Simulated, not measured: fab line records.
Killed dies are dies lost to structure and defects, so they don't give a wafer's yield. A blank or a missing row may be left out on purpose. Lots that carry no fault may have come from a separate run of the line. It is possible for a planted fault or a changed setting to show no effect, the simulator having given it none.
fab line records | flow ritCmos
record lots=6 wafers=18 lastDay=8
route steps=202 shown NWELL@35 PWELL@39 WELLDRIVE@50 NRETRO@53 M1@202
lots untouched by any fault: they come from a run of this same line in which no faults occurred
startH: start of the lot's first displayed wafer, in hours after the record's first day | waitH: time in hours since the lot's previous step | " as in the row above | L1.1+2: a row that stands for several wafers | - no value present, or no start provided | * or withheld: withheld | < > ~ a bound
route shown NAME@n: names a module that has steps shown in the file, with the first one's number in the route | usual: average and standard deviation across the fault-free wafers | same: alike in all rows | chamber/n: place in a boat | sites: readings site by site | _std_site: standard deviation of those values | _edge_site: inner sites' mean taken away from outer sites' mean | radiusMm: for every site, how far away it sits from the centre of the wafer | mask NAME#n: copy n | behind: the last tool/chamber to shape the wafer | hold: why the lot went on hold/how many hours it stayed there/how the hold came to an end | device: which transistor (n, p or np) failed to switch | end of line: at the end of the route, the tests of the same wafers | a step given without rows: its recipe and nothing more | killed: the dies lost at the first sort to structure and to defects; this is not the yield of the wafer | map: a wafer's dies, marking killed ones x, the rest . and places with no die _
set.NAME: the setting the step ran with; set.NAME@STEP: the setting that earlier step ran with | model.NAME: the simulator's own value behind a step, which no gauge read
lots seen at some steps along the route; tables by step, rows by wafer
services: when a tool's chamber went out of use (startH, in hours from the record's first day, below 0 if earlier), for how many hours, and the reason
## steps
# step RIT_NWELL_HARDBAKE_07
# recipe resist=NOVOLAK tempC=140 timeS=120
# step RIT_NWELL_IMPLANT_08
# recipe species=P energyKev=172.6 doseCm2=5e+13 tiltDeg=7
# step RIT_NWELL_STRIP_09
# recipe chemistry=O2 timeS=180 resist=NOVOLAK platenTempC=withheld powerW=500 pressureMtorr=4000 o2FlowSccm=4000
# usual drypumpMotorCurrentA=5.8/0.41
# columns lot.wafer tool chamber startH waitH drypumpMotorCurrentA rfHoursCounterH
L391.3 plasmaAsher-04 0 71.96 0.1 5.1 -
L391.4 " 1 " " 6.2 -
L391.6 " 0 " " 5.1 -
L394.1 plasmaAsher-03 0 83.10 0.1 6.2 29
L394.2 " 1 " " 5.4 29
L394.6 " 1 " " 5.4 -
L399.1 plasmaAsher-03 1 113.68 0.1 5.4 33
L399.4 " 1 " " 5.4 -
L399.5 " 0 " " 6.1 -
L401.1 plasmaAsher-04 1 121.44 0.1 6.2 51
L401.3 " 1 " " 6.1 -
L401.4 " 0 " " 5.1 -
L402.3 plasmaAsher-02 0 125.24 0.1 6.1 -
L402.4 " 1 " " 6.2 -
L402.5 " 1 " " 6.2 -
L405.1 plasmaAsher-03 1 150.60 0.1 5.4 36
L405.4 " 0 " " 6.1 -
L405.6 " 0 " " 6.1 -
# step RIT_NWELL_TW_MEAS_10
# usual NWELL_TW=2160/19
# columns lot.wafer tool chamber startH waitH NWELL_TW
L391.3 filmMetro-04 - 72.10 0.1 2191
L391.4 " - " " 2168
L391.6 " - " " 2194
L394.1 filmMetro-04 - 83.27 0.1 2194
L394.2 " - " " 2184
L394.6 " - " " 2187
L399.1 filmMetro-02 - 113.85 0.1 2156
L399.4 " - " " 2154
L399.5 " - " " 2153
L401.1 filmMetro-02 - 121.62 0.1 2168
L401.3 " - " " 2161
L401.4 " - " " 2172
L402.3 filmMetro-01 - 125.37 0.1 2141
L402.4 " - " " 2129
L402.5 " - " " 2137
L405.1 filmMetro-04 - 150.77 0.1 2172
L405.4 " - " " 2170
L405.6 " - " " 2171
# step RIT_PWELL_HMDS_00
# recipe primeTimeS=60 primeTempC=140
# step RIT_PWELL_COAT_01
# recipe resist=NOVOLAK spinRpm=2000 resistThkNm=1300
# step RIT_PWELL_SOFTBAKE_02
# recipe resist=NOVOLAK tempC=90 timeS=60
# step RIT_PWELL_EXPOSE_03
# recipe maskId=M3 na=0.57 targetCdNm=43700 doseMj=250
# step RIT_PWELL_PEB_04
# recipe resist=NOVOLAK tempC=withheld timeS=withheld
# step RIT_PWELL_DEVELOP_05
# recipe resist=NOVOLAK developTimeS=68 devTempC=23
# step RIT_PWELL_OVL_MEAS_06
# usual PWELL_OVL=-1.1/1.3
# columns lot.wafer tool chamber startH waitH PWELL_OVL[nm]
L391.3 overlay-01 - 73.15 - -0.4
L391.4 " - " " 0.3
L391.6 " - " " -2.0
L394.1 overlay-02 - 84.21 - -1.6
L394.2 " - " " -0.4
L394.6 " - " " -0.8
L399.1 overlay-01 - 114.92 - 1.1
L399.4 " - " " -1.9
L399.5 " - " " -1.2
L401.1 overlay-02 - 122.56 - -0.2
L401.3 " - " " -2.0
L401.4 " - " " -1.9
L402.3 overlay-01 - 126.30 - 0.6
L402.4 " - " " -0.5
L402.5 " - " " -0.7
L405.1 overlay-01 - 151.71 - -2.0
L405.4 " - " " -3.0
L405.6 " - " " -0.9
# step RIT_PWELL_HARDBAKE_07
# recipe resist=NOVOLAK tempC=140 timeS=120
# step RIT_PWELL_IMPLANT_08
# recipe species=B energyKev=170 doseCm2=7.096e+13 tiltDeg=7
# usual faradayCurrentUA=225/4.5
# columns lot.wafer tool chamber startH waitH faradayCurrentUA
L391.3 implanter-01 0 73.48 0.2 220
L391.4 " 0 " " 228
L391.6 " 0 " " 232
L394.1 implanter-03 0 84.50 0.2 219
L394.2 " 0 " " 225
L394.6 " 0 " " 228
L399.1 implanter-01 0 115.20 0.2 230
L399.4 " 0 " " 228
L399.5 " 0 " " 223
L401.1 implanter-01 0 122.84 0.2 227
L401.3 " 0 " " 225
L401.4 " 0 " " 225
L402.3 implanter-01 0 126.63 0.2 229
L402.4 " 0 " " 227
L402.5 " 0 " " 223
L405.1 implanter-04 0 152.00 0.2 214
L405.4 " 0 " " 221
L405.6 " 0 " " 230
# step RIT_PWELL_STRIP_09
# recipe chemistry=O2 timeS=180 resist=NOVOLAK platenTempC=withheld powerW=500 pressureMtorr=4000 o2FlowSccm=4000
# usual drypumpMotorCurrentA=5.9/0.45
# columns lot.wafer tool chamber startH waitH drypumpMotorCurrentA rfHoursCounterH
L391.3 plasmaAsher-03 0 73.63 0.1 6.1 -
L391.4 " 1 " " 5.5 -
L391.6 " 0 " " 6.1 -
L394.1 plasmaAsher-03 1 84.65 0.1 5.4 29
L394.2 " 0 " " 6.1 29
L394.6 " 1 " " 5.4 -
L399.1 plasmaAsher-01 0 115.35 0.1 5.0 46
L399.4 " 0 " " 5.0 -
L399.5 " 1 " " 6.4 -
L401.1 plasmaAsher-02 0 122.99 0.1 6.1 0
L401.3 " 1 " " 6.1 -
L401.4 " 0 " " 6.1 -
L402.3 plasmaAsher-02 1 126.79 0.1 6.1 -
L402.4 " 0 " " 6.1 -
L402.5 " 0 " " 6.1 -
L405.1 plasmaAsher-02 1 152.15 0.1 6.2 3
L405.4 " 0 " " 6.0 -
L405.6 " 0 " " 6.1 -
# step RIT_PWELL_TW_MEAS_10
# usual PWELL_TW=961/8.3
# columns lot.wafer tool chamber startH waitH PWELL_TW
L391.3 filmMetro-01 - 73.77 0.1 950
L391.4 " - " " 952
L391.6 " - " " 951
L394.1 filmMetro-04 - 84.82 0.1 970
L394.2 " - " " 970
L394.6 " - " " 973
L399.1 filmMetro-04 - 115.53 0.1 965
L399.4 " - " " 966
L399.5 " - " " 971
L401.1 filmMetro-02 - 123.17 0.1 954
L401.3 " - " " 951
L401.4 " - " " 954
L402.3 filmMetro-02 - 126.92 0.1 958
L402.4 " - " " 954
L402.5 " - " " 954
L405.1 filmMetro-02 - 152.32 0.1 958
L405.4 " - " " 960
L405.6 " - " " 953
# step RIT_WELLDRIVE_ANNEAL_00
# recipe tempC=1100 timeS=14700 ambient=N2
# step RIT_WELLDRIVE_RS_MEAS_01
# recipe thkMeasGauge=four-point-probe
# usual NWELL_RS=275.5/0.85
# columns lot.wafer tool chamber startH waitH NWELL_RS[ohm/sq]
L391.3 filmMetro-04 - 80.70 0.0 275.2
L391.4 " - " " 275.8
L391.6 " - " " 275.9
L394.1 filmMetro-04 - 89.97 0.0 274.5
L394.2 " - " " 274.5
L394.6 " - " " 273.7
L399.1 filmMetro-01 - 121.47 0.0 276.2
L399.4 " - " " 275.6
L399.5 " - " " 276.7
L401.1 filmMetro-04 - 128.31 0.0 275.3
L401.3 " - " " 275.6
L401.4 " - " " 275.4
L402.3 filmMetro-01 - 133.61 0.0 276.0
L402.4 " - " " 276.7
L402.5 " - " " 276.1
L405.1 filmMetro-01 - 158.04 0.0 276.5
L405.4 " - " " 276.9
L405.6 " - " " 276.2
# step RIT_WELLDRIVE_RS_MEAS_02
# recipe thkMeasGauge=four-point-probe
# usual PWELL_RS=426.1/1.5
# columns lot.wafer tool chamber startH waitH PWELL_RS[ohm/sq]
L391.3 filmMetro-04 - 80.82 0.1 428.5
L391.4 " - " " 428.7
L391.6 " - " " 426.8
L394.1 filmMetro-04 - 90.09 0.1 423.2
L394.2 " - " " 423.7
L394.6 " - " " 423.8
L399.1 filmMetro-01 - 121.59 0.1 425.1
L399.4 " - " " 424.2
L399.5 " - " " 425.2
L401.1 filmMetro-04 - 128.43 0.1 431.4
L401.3 " - " " 433.2
L401.4 " - " " 433.1
L402.3 filmMetro-01 - 133.73 0.1 434.3
L402.4 " - " " 434.1
L402.5 " - " " 434.5
L405.1 filmMetro-01 - 158.16 0.1 427.6
L405.4 " - " " 425.6
L405.6 " - " " 427.5
# step RIT_NRETRO_HMDS_00
# recipe primeTimeS=60 primeTempC=140
# step RIT_M1_PROBE_99
# usual killedAtContacts=0.0/0.16 killedAtFrontEnd=7/3.1 killedDies=7/3.1 killedOpen=3.6/2.2 killedShort=3.4/2.1
# same grossDies=264 killed_at_M0_to_M3=0 killed_at_M4_up=0 killedAtBackSide=0 killedAtOther=0
# columns lot.wafer tool chamber startH waitH killedAtContacts killedAtFrontEnd killedDies killedOpen killedShort
L391.3 prober-02 - 115.29 0.2 0 8 8 6 2
L391.4 prober-02 - 115.34 0.2 0 9 9 5 4
L391.6 prober-02 - 115.44 0.2 0 5 5 4 1
L402.3 prober-02 - 171.61 0.2 0 7 7 2 5
L402.4 prober-02 - 171.66 0.2 0 12 12 8 4
L402.5 prober-02 - 171.71 0.2 0 14 14 7 7
L405.1 prober-01 - 197.28 0.1 0 7 7 6 1
L405.4 prober-01 - 197.43 0.2 0 9 9 4 5
L405.6 prober-01 - 197.53 0.2 0 8 8 3 5
# killed by level:class
L391.3 FOX2:geometricParticle:open=2 SPACER:geometricParticle:open=2 FOX1:geometricParticle:open=1 FOX2:geometricParticle:short=1 GATE:geometricParticle:open=1 SPACER:geometricParticle:short=1
L391.4 FOX2:geometricParticle:open=2 GATE:geometricParticle:open=2 GATE:geometricParticle:short=2 FOX1:geometricParticle:short=1 REOX:geometricParticle:open=1 SILICIDE:geometricParticle:short=1
L391.6 GATE:geometricParticle:open=3 FOX1:geometricParticle:open=1 SILICIDE:geometricParticle:short=1
L402.3 GATE:geometricParticle:short=4 FOX2:geometricParticle:short=1 GATE:geometricParticle:open=1 SPACER:geometricParticle:open=1
L402.4 SPACER:geometricParticle:open=3 GATE:geometricParticle:open=2 GATE:geometricParticle:short=2 REOX:geometricParticle:open=2 FOX1:geometricParticle:open=1 FOX1:geometricParticle:short=1 REOX:geometricParticle:short=1
L402.5 GATE:geometricParticle:open=7 GATE:geometricParticle:short=4 FOX1:geometricParticle:short=2 SPACER:geometricParticle:short=1
L405.1 GATE:geometricParticle:open=4 REOX:geometricParticle:open=1 SPACER:geometricParticle:open=1 SPACER:geometricParticle:short=1
L405.4 FOX1:geometricParticle:open=3 FOX1:geometricParticle:short=2 REOX:geometricParticle:short=2 GATE:geometricParticle:short=1 GATE:geometricParticle:open=1
L405.6 FOX1:geometricParticle:open=2 GATE:geometricParticle:short=2 REOX:geometricParticle:short=2 GATE:geometricParticle:open=1 SPACER:geometricParticle:short=1
## services
# columns tool chamber startH hours kind
plasmaAsher-02 - 68.80 1.6 repair
plasmaAsher-01 - 100.24 14.6 pm
plasmaAsher-03 - 103.58 2.8 pm
plasmaAsher-02 - 108.75 9.0 pm
plasmaAsher-02 0 108.75 9.0 ventCycle
plasmaAsher-02 1 108.75 9.0 ventCycle
plasmaAsher-02 0 117.75 - clean
plasmaAsher-02 1 117.75 - clean
implanter-03 - 122.56 1.8 repair
implanter-04 - 125.08 2.3 repair
## key
firstSign step=RIT_WELLDRIVE_RS_MEAS_02 reading=PWELL_RS direction=up sigmas=4.9 usual=426.1 struck=433.4
effect none on later readings
metAt RIT_PWELL_IMPLANT_08
struckWafers L401.1,L401.3,L401.4,L402.3,L402.4,L402.5
testerLeftOut L401,L402
onsetBetween 115.20 122.84
fault kind=processParameterDrift tool=implanter-01 chamber=- onsetH=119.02 steps=RIT_PWELL_IMPLANT_08 channel=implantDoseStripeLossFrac offset=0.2 shape=step endH=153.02
# testerLeftOut: of these lots the tester's yield and bins aren't shown, on N5 and GAA mostly nor the transistor test; their killed dies are dies lost to structure and defects alone, not to doping, threshold or leakage, so they don't give the yield
